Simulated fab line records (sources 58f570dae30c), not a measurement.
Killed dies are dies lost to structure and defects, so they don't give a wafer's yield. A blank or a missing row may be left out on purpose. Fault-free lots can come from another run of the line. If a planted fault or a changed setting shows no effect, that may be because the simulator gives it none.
fab line records -- flow berkeley-cmos170 -- part 1 of 2: steps 1 to 28 of 41
record: lots: 5, wafers: 15, last-day: 12
route steps=331 shown V1@262 M2@271 V2@292
lots with no fault: from the same line, run without faults
start-h: hours from the record's opening day to when the first of the lot's shown wafers began -- wait-h: hours since the lot's step before -- " the same as in the row above -- L1.1+2: several wafers, shown together as one row -- - no value, or no start given -- * or withheld: withheld -- < > ~ a bound
route shown NAME@n: names a module that has steps shown in the file, with the first one's number in the route -- usual: mean and standard deviation over wafers with no fault -- same: alike in all rows -- chamber/n: place in a boat -- sites: each site's reading -- _std_site: how widely they spread, as a standard deviation -- _edge_site: inner sites' mean taken away from outer sites' mean -- radius-mm: how far each site lies from the wafer's centre -- mask NAME#n: copy n -- behind: the tool/chamber that last shaped the wafer -- hold: why the lot was held/for how many hours/how that ended -- device: whichever transistor did not switch (one of n, p or np) -- end of line: the route-end tests of the same wafers -- where a step has no rows: the recipe by itself -- killed: not the wafer's yield, but the dies lost to structure and defects at the first sort -- map: a wafer's dies, x killed, . not, _ none there
set.NAME: the setting that was run; set.NAME@STEP: the one run at that earlier step -- model.NAME: the simulator's own value behind a step, which no gauge read
lots at selected steps of the route; one table per step, one row per wafer
services: the hour from which a tool's chamber was out of use, counted from the record's first day as start-h (under 0 if before that day), plus the number of hours and why
== steps ==
step: UCB170_V1_SOFTBAKE_08
recipe: resist: KrF, temp-c: 130, time-s: 60
lot.wafer,tool,chamber,start-h,wait-h
L075.1+2+4,litho-track-04,0,188.95,0.1
L082.2+3+5,litho-track-03,0,218.01,0.1
L087.1+2+5,litho-track-02,0,237.60,0.1
L093.2+4+6,litho-track-04,0,274.16,0.1
L092.1+2+3,litho-track-04,0,282.17,0.1
step: UCB170_V1_EXPOSE_09
recipe: mask-id: VIA1, target-cd-nm: 700, na: 0.5, sigma-outer: 0.6, source-shape: conventional, dose-mj: 37
usual: focus-offset-nm: 0.0/0.42
lot.wafer,tool,chamber,start-h,wait-h,mask,focus-offset-nm
L075.1,krf-scanner-01,0,189.10,0.1,VIA1#0,0.4
L075.2,krf-scanner-01,0,189.10,0.1,VIA1#0,-0.3
L075.4,krf-scanner-01,0,189.10,0.1,VIA1#0,0.0
L082.2,krf-scanner-02,0,218.28,0.2,VIA1#0,-0.1
L082.3,krf-scanner-02,0,218.28,0.2,VIA1#0,-0.1
L082.5,krf-scanner-02,0,218.28,0.2,VIA1#0,0.2
L087.1,krf-scanner-02,0,237.88,0.2,VIA1#0,-0.4
L087.2,krf-scanner-02,0,237.88,0.2,VIA1#0,0.3
L087.5,krf-scanner-02,0,237.88,0.2,VIA1#0,-0.1
L093.2,krf-scanner-01,0,274.43,0.2,VIA1#0,0.6
L093.4,krf-scanner-01,0,274.43,0.2,VIA1#0,0.5
L093.6,krf-scanner-01,0,274.43,0.2,VIA1#0,-0.3
L092.1,krf-scanner-01,0,282.32,0.1,VIA1#0,0.1
L092.2,krf-scanner-01,0,282.32,0.1,VIA1#0,-0.1
L092.3,krf-scanner-01,0,282.32,0.1,VIA1#0,-0.1
step: UCB170_V1_PEB_10
recipe: peb-temp-c: 130, peb-time-s: withheld, resist: KrF
lot.wafer,tool,chamber,start-h,wait-h
L075.1+2+4,litho-track-04,0,189.22,0.1
L082.2+3+5,litho-track-04,0,218.40,0.1
L087.1+2+5,litho-track-03,0,238.00,0.1
L093.2+4+6,litho-track-02,0,275.12,0.7
L092.1+2+3,litho-track-04,0,282.43,0.1
step: UCB170_V1_DEVELOP_11
recipe: developer: TMAH, develop-time-s: 45, resist: KrF, dev-temp-c: 21
same: develop-time-s: 45
lot.wafer,tool,chamber,start-h,wait-h
L075.1+2+4,litho-track-04,0,-,-
L082.2+3+5,litho-track-04,0,-,-
L087.1+2+5,litho-track-03,0,-,-
L093.2+4+6,litho-track-02,0,-,-
L092.1+2+3,litho-track-04,0,-,-
step: UCB170_V1_CD_MEAS_12
recipe: target-cd-nm: 700
usual: cd-nm: 700.0/1.2
lot.wafer,tool,chamber,start-h,wait-h,cd-nm
L075.1,cd-sem-02,-,189.55,-,699.8
L075.2,cd-sem-02,-,189.55,-,699.6
L075.4,cd-sem-02,-,189.55,-,699.4
L082.2,cd-sem-01,-,218.67,-,699.2
L082.3,cd-sem-01,-,218.67,-,698.8
L082.5,cd-sem-01,-,218.67,-,697.7
L087.1,cd-sem-01,-,238.28,-,700.9
L087.2,cd-sem-01,-,238.28,-,702.5
L087.5,cd-sem-01,-,238.28,-,701.3
L093.2,cd-sem-01,-,275.44,-,698.0
L093.4,cd-sem-01,-,275.44,-,700.3
L093.6,cd-sem-01,-,275.44,-,699.6
L092.1,cd-sem-01,-,282.71,-,700.4
L092.2,cd-sem-01,-,282.71,-,698.9
L092.3,cd-sem-01,-,282.71,-,699.7
step: UCB170_V1_OVL_MEAS_13
usual: V1_OVL: -3/5.8
lot.wafer,tool,chamber,start-h,wait-h,V1_OVL[nm]
L075.1,overlay-01,-,189.67,0.1,-1
L075.2,overlay-01,-,189.67,0.1,5
L075.4,overlay-01,-,189.67,0.1,-1
L082.2,overlay-01,-,218.77,0.1,-11
L082.3,overlay-01,-,218.77,0.1,1
L082.5,overlay-01,-,218.77,0.1,0
L087.1,overlay-02,-,238.40,0.1,-6
L087.2,overlay-02,-,238.40,0.1,-7
L087.5,overlay-02,-,238.40,0.1,-2
L093.2,overlay-02,-,275.55,0.1,4
L093.4,overlay-02,-,275.55,0.1,-1
L093.6,overlay-02,-,275.55,0.1,8
L092.1,overlay-02,-,282.83,0.1,5
L092.2,overlay-02,-,282.83,0.1,9
L092.3,overlay-02,-,282.83,0.1,1
step: UCB170_V1_ETCH_14
recipe: chemistry: CHF3/CF4/Ar, target: SiO2, stop-on: Al, CHF3_flow_sccm: 45, cf4-flow-sccm: 15, Ar_flow_sccm: 150, pressure-mtorr: 200, rf-w: 700, target-depth-a: 12500, over-etch-frac: 0.25, time-s: 291
usual: cf4-flow-sccm: 15.00/0.048, drypump-motor-current-A: 5.6/0.58, oes-product-au: 0.871/0.012, throttle-valve-pct: 6.92/0.085
lot.wafer,tool,chamber,start-h,wait-h,cf4-flow-sccm,drypump-motor-current-A,oes-product-au,rf-hours-counter-h,throttle-valve-pct
L075.1,rie-diel-02,0,189.70,0.0,14.99,5.6,0.875,11,6.79
L075.2,rie-diel-02,1,189.70,0.0,15.04,5.7,0.860,91,6.88
L075.4,rie-diel-02,2,189.70,0.0,14.98,5.8,0.880,14,6.97
L082.2,rie-diel-02,2,218.80,0.0,14.99,5.8,0.874,16,6.95
L082.3,rie-diel-02,1,218.80,0.0,14.97,5.8,0.861,92,6.90
L082.5,rie-diel-02,2,218.80,0.0,14.91,5.8,0.880,-,6.95
L087.1,rie-diel-01,3,238.43,0.0,15.02,5.9,0.845,137,6.97
L087.2,rie-diel-01,1,238.43,0.0,14.99,6.6,0.864,78,6.95
L087.5,rie-diel-01,0,238.43,0.0,15.03,5.7,0.870,-,6.99
L093.2,rie-diel-02,3,275.58,0.0,15.08,4.9,0.860,5,7.01
L093.4,rie-diel-02,2,275.58,0.0,15.05,5.8,0.876,18,6.96
L093.6,rie-diel-02,1,275.58,0.0,15.04,5.7,0.852,-,6.87
L092.1,rie-diel-03,3,282.87,0.0,14.98,4.9,0.880,52,6.95
L092.2,rie-diel-03,1,282.87,0.0,14.96,4.9,0.872,21,6.72
L092.3,rie-diel-03,2,282.87,0.0,14.95,6.6,0.889,120,6.97
step: UCB170_V1_STRIP_15
recipe: chemistry: O2, power-w: 400, pressure-mtorr: 3500, platen-temp-c: withheld, o2-flow-sccm: 400, overash-fraction: 0.5
usual: drypump-motor-current-A: 6.1/0.3, oes-product-au: 0.722/0.0045, strip-time-to-endpoint-s: 15.43/0.14
lot.wafer,tool,chamber,start-h,wait-h,drypump-motor-current-A,oes-product-au,rf-hours-counter-h,strip-time-to-endpoint-s
L075.1,plasma-asher-02,1,189.88,0.1,6.1,0.726,9,15.51
L075.2,plasma-asher-02,0,189.88,0.1,6.6,0.721,9,15.27
L075.4,plasma-asher-02,1,189.88,0.1,6.1,0.723,-,15.32
L082.2,plasma-asher-02,1,218.98,0.1,6.1,0.722,12,15.38
L082.3,plasma-asher-02,1,218.98,0.1,6.1,0.727,-,15.25
L082.5,plasma-asher-02,1,218.98,0.1,6.1,0.728,-,15.33
L087.1,plasma-asher-02,0,238.61,0.1,6.6,0.724,14,15.52
L087.2,plasma-asher-02,1,238.61,0.1,6.1,0.722,14,15.33
L087.5,plasma-asher-02,0,238.61,0.1,6.6,0.721,-,15.11
L093.2,plasma-asher-04,1,275.75,0.1,5.8,0.720,58,15.53
L093.4,plasma-asher-04,0,275.75,0.1,6.3,0.718,-,15.36
L093.6,plasma-asher-04,0,275.75,0.1,6.2,0.722,-,15.28
L092.1,plasma-asher-04,1,283.04,0.1,5.9,0.719,59,15.42
L092.2,plasma-asher-04,0,283.04,0.1,6.2,0.725,59,15.66
L092.3,plasma-asher-04,0,283.04,0.1,6.2,0.719,-,15.34
step: UCB170_V1_CD_MEAS_90
recipe: target-cd-nm: 700
usual: cd-nm: 699.9/1.5
lot.wafer,tool,chamber,start-h,wait-h,cd-nm
L075.1,cd-sem-01,-,189.98,0.1,698.2
L075.2,cd-sem-01,-,189.98,0.1,701.0
L075.4,cd-sem-01,-,189.98,0.1,699.9
L082.2,cd-sem-02,-,219.11,0.1,698.8
L082.3,cd-sem-02,-,219.11,0.1,699.0
L082.5,cd-sem-02,-,219.11,0.1,697.3
L087.1,cd-sem-01,-,238.76,0.1,702.0
L087.2,cd-sem-01,-,238.76,0.1,702.5
L087.5,cd-sem-01,-,238.76,0.1,702.3
L093.2,cd-sem-01,-,276.28,0.5,697.0
L093.4,cd-sem-01,-,276.28,0.5,700.0
L093.6,cd-sem-01,-,276.28,0.5,699.5
L092.1,cd-sem-01,-,283.14,0.1,701.1
L092.2,cd-sem-01,-,283.14,0.1,699.4
L092.3,cd-sem-01,-,283.14,0.1,700.7
step: UCB170_M2_PRE_CLEAN_00
recipe: gas: Ar, preclean-etch-time-s: 60
lot.wafer,tool,chamber,start-h,wait-h
L075.1+2+4,pvd-sputter-03,-,190.10,0.1
L082.2+3+5,pvd-sputter-01,-,219.21,0.1
L087.1+2+5,pvd-sputter-03,-,238.88,0.1
L093.2+4+6,pvd-sputter-01,-,276.38,0.1
L092.1+2+3,pvd-sputter-03,-,283.26,0.1
step: UCB170_M2_SPUTTER_01
recipe: material: Al, target-thk-nm: 900, time-s: 120, power-w: 6000, chamber-pressure-pa: 0.5
usual: throttle-valve-pct: 29.9/1.1
lot.wafer,tool,chamber,start-h,wait-h,throttle-valve-pct
L075.1,pvd-sputter-03,-,190.17,0.0,31.3
L075.2,pvd-sputter-03,-,190.17,0.0,28.6
L075.4,pvd-sputter-03,-,190.17,0.0,29.4
L082.2,pvd-sputter-01,-,219.28,0.0,28.6
L082.3,pvd-sputter-01,-,219.28,0.0,30.1
L082.5,pvd-sputter-01,-,219.28,0.0,28.4
L087.1,pvd-sputter-03,-,238.95,0.0,28.5
L087.2,pvd-sputter-03,-,238.95,0.0,29.5
L087.5,pvd-sputter-03,-,238.95,0.0,31.2
L093.2,pvd-sputter-01,-,276.45,0.0,30.6
L093.4,pvd-sputter-01,-,276.45,0.0,31.3
L093.6,pvd-sputter-01,-,276.45,0.0,30.8
L092.1,pvd-sputter-03,-,283.33,0.0,28.5
L092.2,pvd-sputter-03,-,283.33,0.0,30.8
L092.3,pvd-sputter-03,-,283.33,0.0,31.1
step: UCB170_M2_RS_MEAS_02
recipe: thk-meas-gauge: four-point-probe, reads: Al_of_M2_SPUTTER_01
usual: M2_AL_RS: 0.0322/0.00038
lot.wafer,tool,chamber,start-h,wait-h,M2_AL_RS[ohm/sq]
L075.1,film-metro-02,-,190.25,0.0,0.0327
L075.2,film-metro-02,-,190.25,0.0,0.0326
L075.4,film-metro-02,-,190.25,0.0,0.0324
L082.2,film-metro-03,-,219.38,0.1,0.0320
L082.3,film-metro-03,-,219.38,0.1,0.0318
L082.5,film-metro-03,-,219.38,0.1,0.0324
L087.1,film-metro-01,-,239.03,0.0,0.0324
L087.2,film-metro-01,-,239.03,0.0,0.0325
L087.5,film-metro-01,-,239.03,0.0,0.0332
L093.2,film-metro-02,-,276.55,0.1,0.0322
L093.4,film-metro-02,-,276.55,0.1,0.0324
L093.6,film-metro-02,-,276.55,0.1,0.0324
L092.1,film-metro-02,-,283.41,0.0,0.0316
L092.2,film-metro-02,-,283.41,0.0,0.0316
L092.3,film-metro-02,-,283.41,0.0,0.0320
step: UCB170_M2_THK_MEAS_03
recipe: thk-meas-gauge: xrf, reads: Al_of_M2_SPUTTER_01
usual: M2_AL_THK: 878/11
lot.wafer,tool,chamber,start-h,wait-h,M2_AL_THK[nm]
L075.1,film-metro-02,-,190.37,0.1,864
L075.2,film-metro-02,-,190.37,0.1,863
L075.4,film-metro-02,-,190.37,0.1,875
L082.2,film-metro-03,-,219.49,0.1,883
L082.3,film-metro-03,-,219.49,0.1,889
L082.5,film-metro-03,-,219.49,0.1,882
L087.1,film-metro-01,-,239.15,0.1,864
L087.2,film-metro-01,-,239.15,0.1,867
L087.5,film-metro-01,-,239.15,0.1,842
L093.2,film-metro-02,-,276.66,0.1,881
L093.4,film-metro-02,-,276.66,0.1,870
L093.6,film-metro-02,-,276.66,0.1,873
L092.1,film-metro-02,-,283.53,0.1,894
L092.2,film-metro-02,-,283.53,0.1,896
L092.3,film-metro-02,-,283.53,0.1,881
step: UCB170_M2_HMDS_04
recipe: prime-time-s: 60, prime-temp-c: 100
lot.wafer,tool,chamber,start-h,wait-h
L075.1+2+4,litho-track-04,0,190.60,0.2
L082.2+3+5,litho-track-01,0,219.57,0.1
L087.1+2+5,litho-track-02,0,239.31,0.1
L093.2+4+6,litho-track-02,0,276.73,0.1
L092.1+2+3,litho-track-01,0,283.59,0.1
step: UCB170_M2_COAT_05
recipe: resist: KrF, spin-rpm: 1500, resist-thk-nm: 900
lot.wafer,tool,chamber,start-h,wait-h
L075.1+2+4,litho-track-04,0,190.75,0.1
L082.2+3+5,litho-track-01,0,219.72,0.1
L087.1+2+5,litho-track-02,0,239.46,0.1
L093.2+4+6,litho-track-02,0,276.88,0.1
L092.1+2+3,litho-track-01,0,283.74,0.1
step: UCB170_M2_SOFTBAKE_06
recipe: resist: KrF, temp-c: 130, time-s: 60
lot.wafer,tool,chamber,start-h,wait-h
L075.1+2+4,litho-track-04,0,190.90,0.1
L082.2+3+5,litho-track-01,0,219.87,0.1
L087.1+2+5,litho-track-02,0,239.61,0.1
L093.2+4+6,litho-track-02,0,277.03,0.1
L092.1+2+3,litho-track-01,0,283.89,0.1
step: UCB170_M2_STRIP_07
recipe: chemistry: O2, power-w: 400, pressure-mtorr: 3500, platen-temp-c: withheld, o2-flow-sccm: 400, overash-fraction: 0.5
usual: drypump-motor-current-A: 5.6/0.37, oes-product-au: 0.735/0.0049, strip-time-to-endpoint-s: 21.99/0.065
lot.wafer,tool,chamber,start-h,wait-h,drypump-motor-current-A,oes-product-au,rf-hours-counter-h,strip-time-to-endpoint-s
L075.1,plasma-asher-04,1,191.05,0.1,5.9,0.731,48,22.02
L075.2,plasma-asher-04,0,191.05,0.1,6.2,0.731,48,21.96
L075.4,plasma-asher-04,0,191.05,0.1,6.3,0.734,-,21.97
L082.2,plasma-asher-04,1,219.99,0.1,5.9,0.728,52,21.90
L082.3,plasma-asher-04,1,219.99,0.1,5.8,0.733,-,21.96
L082.5,plasma-asher-04,1,219.99,0.1,5.8,0.733,-,21.96
L087.1,plasma-asher-01,0,239.76,0.1,5.2,0.741,54,21.91
L087.2,plasma-asher-01,1,239.76,0.1,5.1,0.738,54,22.03
L087.5,plasma-asher-01,1,239.76,0.1,5.2,0.736,-,21.96
L093.2,plasma-asher-03,1,277.16,0.1,5.7,0.736,46,22.05
L093.4,plasma-asher-03,1,277.16,0.1,5.7,0.743,-,22.00
L093.6,plasma-asher-03,1,277.16,0.1,5.7,0.725,-,21.95
L092.1,plasma-asher-01,0,284.04,0.1,5.2,0.736,59,21.97
L092.2,plasma-asher-01,1,284.04,0.1,5.1,0.736,59,21.97
L092.3,plasma-asher-01,1,284.04,0.1,5.1,0.736,-,21.94
step: UCB170_M2_STRIP_08
recipe: chemistry: DMSO, temp-c: 80, time-s: 600, material: KrF
usual: bath-guard-temp-C: 80.2/0.49
lot.wafer,tool,chamber,start-h,wait-h,bath-guard-temp-C
L075.1,wet-bench-01,0,191.15,0.1,81.0
L075.2,wet-bench-01,0,191.15,0.1,80.6
L075.4,wet-bench-01,0,191.15,0.1,81.0
L082.2,wet-bench-02,1,220.09,0.1,80.5
L082.3,wet-bench-02,1,220.09,0.1,80.2
L082.5,wet-bench-02,1,220.09,0.1,80.3
L087.1,wet-bench-01,0,239.86,0.1,80.9
L087.2,wet-bench-01,0,239.86,0.1,80.7
L087.5,wet-bench-01,0,239.86,0.1,80.8
L093.2,wet-bench-04,3,277.26,0.1,79.5
L093.4,wet-bench-04,3,277.26,0.1,79.8
L093.6,wet-bench-04,3,277.26,0.1,79.5
L092.1,wet-bench-02,2,284.14,0.1,80.0
L092.2,wet-bench-02,2,284.14,0.1,79.8
L092.3,wet-bench-02,2,284.14,0.1,79.9
step: UCB170_M2_COAT_09
recipe: resist: BARC, temp-c: withheld, time-s: withheld, spin-rpm: 3000, resist-thk-nm: withheld
lot.wafer,tool,chamber,start-h,wait-h
L075.1+2+4,litho-track-02,0,191.32,0.0
L082.2+3+5,litho-track-04,0,220.29,0.0
L087.1+2+5,litho-track-04,0,240.08,0.0
L093.2+4+6,litho-track-01,0,277.72,0.3
L092.1+2+3,litho-track-04,0,284.32,0.0
step: UCB170_M2_COAT_10
recipe: resist: KrF, spin-rpm: 1500, resist-thk-nm: 900
lot.wafer,tool,chamber,start-h,wait-h
L075.1+2+4,litho-track-02,0,-,-
L082.2+3+5,litho-track-04,0,-,-
L087.1+2+5,litho-track-04,0,-,-
L093.2+4+6,litho-track-01,0,-,-
L092.1+2+3,litho-track-04,0,-,-
step: UCB170_M2_SOFTBAKE_11
recipe: resist: KrF, temp-c: 130, time-s: 60
lot.wafer,tool,chamber,start-h,wait-h
L075.1+2+4,litho-track-02,0,-,-
L082.2+3+5,litho-track-04,0,-,-
L087.1+2+5,litho-track-04,0,-,-
L093.2+4+6,litho-track-01,0,-,-
L092.1+2+3,litho-track-04,0,-,-
step: UCB170_M2_EXPOSE_12
recipe: mask-id: METAL2, target-cd-nm: 700, na: 0.5, sigma-outer: 0.6, source-shape: conventional, dose-mj: 26
usual: focus-offset-nm: 0.0/0.48
lot.wafer,tool,chamber,start-h,wait-h,mask,focus-offset-nm
L075.1,krf-scanner-02,0,191.77,-,METAL2#0,0.6
L075.2,krf-scanner-02,0,191.77,-,METAL2#0,0.1
L075.4,krf-scanner-02,0,191.77,-,METAL2#0,0.0
L082.2,krf-scanner-01,0,220.74,-,METAL2#0,0.7
L082.3,krf-scanner-01,0,220.74,-,METAL2#0,0.4
L082.5,krf-scanner-01,0,220.74,-,METAL2#0,0.3
L087.1,krf-scanner-02,0,240.66,-,METAL2#0,0.7
L087.2,krf-scanner-02,0,240.66,-,METAL2#0,0.0
L087.5,krf-scanner-02,0,240.66,-,METAL2#0,-0.1
L093.2,krf-scanner-01,0,278.32,-,METAL2#0,-0.6
L093.4,krf-scanner-01,0,278.32,-,METAL2#0,-0.3
L093.6,krf-scanner-01,0,278.32,-,METAL2#0,-0.3
L092.1,krf-scanner-02,0,284.89,-,METAL2#0,0.9
L092.2,krf-scanner-02,0,284.89,-,METAL2#0,0.5
L092.3,krf-scanner-02,0,284.89,-,METAL2#0,0.4
step: UCB170_M2_PEB_13
recipe: peb-temp-c: 130, peb-time-s: withheld, resist: KrF
lot.wafer,tool,chamber,start-h,wait-h
L075.1+2+4,litho-track-04,0,191.89,0.1
L082.2+3+5,litho-track-04,0,220.86,0.1
L087.1+2+5,litho-track-04,0,240.77,0.1
L093.2+4+6,litho-track-02,0,279.08,0.7
L092.1+2+3,litho-track-04,0,285.01,0.1
step: UCB170_M2_DEVELOP_14
recipe: developer: TMAH, develop-time-s: 45, resist: KrF, dev-temp-c: 21
same: develop-time-s: 45
lot.wafer,tool,chamber,start-h,wait-h
L075.1+2+4,litho-track-04,0,-,-
L082.2+3+5,litho-track-04,0,-,-
L087.1+2+5,litho-track-04,0,-,-
L093.2+4+6,litho-track-02,0,-,-
L092.1+2+3,litho-track-04,0,-,-
step: UCB170_M2_CD_MEAS_15
recipe: target-cd-nm: 700
usual: cd-nm: 699.6/1.5
lot.wafer,tool,chamber,start-h,wait-h,cd-nm
L075.1,cd-sem-01,-,192.16,-,702.8
L075.2,cd-sem-01,-,192.16,-,702.4
L075.4,cd-sem-01,-,192.16,-,702.6
L082.2,cd-sem-01,-,221.13,-,697.6
L082.3,cd-sem-01,-,221.13,-,698.9
L082.5,cd-sem-01,-,221.13,-,698.7
L087.1,cd-sem-01,-,241.05,-,702.5
L087.2,cd-sem-01,-,241.05,-,702.2
L087.5,cd-sem-01,-,241.05,-,702.3
L093.2,cd-sem-01,-,279.35,-,701.6
L093.4,cd-sem-01,-,279.35,-,702.1
L093.6,cd-sem-01,-,279.35,-,700.9
L092.1,cd-sem-01,-,285.33,-,697.9
L092.2,cd-sem-01,-,285.33,-,699.1
L092.3,cd-sem-01,-,285.33,-,697.4
step: UCB170_M2_OVL_MEAS_16
usual: M2_OVL: -2/6.5
lot.wafer,tool,chamber,start-h,wait-h,M2_OVL[nm]
L075.1,overlay-01,-,192.28,0.1,-2
L075.2,overlay-01,-,192.28,0.1,-11
L075.4,overlay-01,-,192.28,0.1,-12
L082.2,overlay-01,-,221.25,0.1,6
L082.3,overlay-01,-,221.25,0.1,2
L082.5,overlay-01,-,221.25,0.1,12
L087.1,overlay-02,-,241.17,0.1,-3
L087.2,overlay-02,-,241.17,0.1,-4
L087.5,overlay-02,-,241.17,0.1,-6
L093.2,overlay-02,-,279.46,0.1,1
L093.4,overlay-02,-,279.46,0.1,-6
L093.6,overlay-02,-,279.46,0.1,-2
L092.1,overlay-01,-,285.45,0.1,-7
L092.2,overlay-01,-,285.45,0.1,-5
L092.3,overlay-01,-,285.45,0.1,-9
step: UCB170_M2_ETCH_17
recipe: chemistry: N2/H2, target-depth-a: withheld, overetch-a: withheld, target: BARC, time-s: withheld, source-w: 500, bias-w: 100, pressure-mtorr: 30, n2-flow-sccm: 100, h2-flow-sccm: 200
usual: drypump-motor-current-A: 5.7/0.54, oes-product-au: 0.989/0.026, throttle-valve-pct: 13.23/0.11
lot.wafer,tool,chamber,start-h,wait-h,drypump-motor-current-A,oes-product-au,throttle-valve-pct
L075.1,rie-diel-03,1,192.32,0.0,4.9,0.952,13.12
L075.2,rie-diel-03,2,192.32,0.0,6.6,1.031,13.24
L075.4,rie-diel-03,3,192.32,0.0,4.9,1.002,13.22
L082.2,rie-diel-02,0,221.28,0.0,5.6,0.987,13.15
L082.3,rie-diel-02,1,221.28,0.0,5.8,0.971,13.22
L082.5,rie-diel-02,0,221.28,0.0,5.6,0.994,13.15
L087.1,rie-diel-02,3,241.20,0.0,5.0,0.963,13.36
L087.2,rie-diel-02,1,241.20,0.0,5.7,0.965,13.22
L087.5,rie-diel-02,0,241.20,0.0,5.6,0.992,13.14
L093.2,rie-diel-02,0,279.49,0.0,5.6,0.997,13.15
L093.4,rie-diel-02,2,279.49,0.0,5.8,1.022,13.09
L093.6,rie-diel-02,3,279.49,0.0,4.9,0.957,13.36
L092.1,rie-diel-04,3,285.49,0.0,6.0,0.984,13.33
L092.2,rie-diel-04,1,285.49,0.0,6.3,1.039,13.25
L092.3,rie-diel-04,2,285.49,0.0,6.1,0.995,13.11
step: UCB170_M2_METAL_ETCH_18
recipe: chemistry: Cl2/BCl3, target: Al, stop-on: SiO2, pressure-mtorr: 12, target-depth-a: 11700, over-etch-frac: 0.3, time-s: 195, icp-w: 600, bias-w: 120, Cl2_flow_sccm: 90, bcl3-flow-sccm: 45
usual: drypump-motor-current-A: 5.6/0.4, oes-product-au: 0.855/0.015, throttle-valve-pct: 24.29/0.2
lot.wafer,tool,chamber,start-h,wait-h,drypump-motor-current-A,oes-product-au,rf-hours-counter-h,throttle-valve-pct
L075.1,rie-metal-04,1,192.36,-,5.7,0.833,10,24.46
L075.2,rie-metal-04,0,192.36,-,5.5,0.873,4,24.08
L075.4,rie-metal-04,1,192.36,-,5.7,0.835,-,24.46
L082.2,rie-metal-01,0,221.39,-,6.3,0.851,-,24.21
L082.3,rie-metal-01,0,221.39,-,6.4,0.848,-,24.23
L082.5,rie-metal-01,0,221.39,-,6.3,0.849,-,24.20
L087.1,rie-metal-04,0,241.25,-,5.5,0.886,6,24.11
L087.2,rie-metal-04,1,241.25,-,5.7,0.835,12,24.46
L087.5,rie-metal-04,1,241.25,-,5.7,0.821,-,24.44
L093.2,rie-metal-03,1,279.53,-,5.2,0.847,5,24.62
L093.4,rie-metal-03,0,279.53,-,5.4,0.866,-,24.14
L093.6,rie-metal-03,0,279.53,-,5.4,0.872,-,24.15
L092.1,rie-metal-04,1,285.53,-,5.7,0.851,12,24.45
L092.2,rie-metal-04,0,285.53,-,5.5,0.883,6,24.10
L092.3,rie-metal-04,0,285.53,-,5.5,0.880,-,24.12
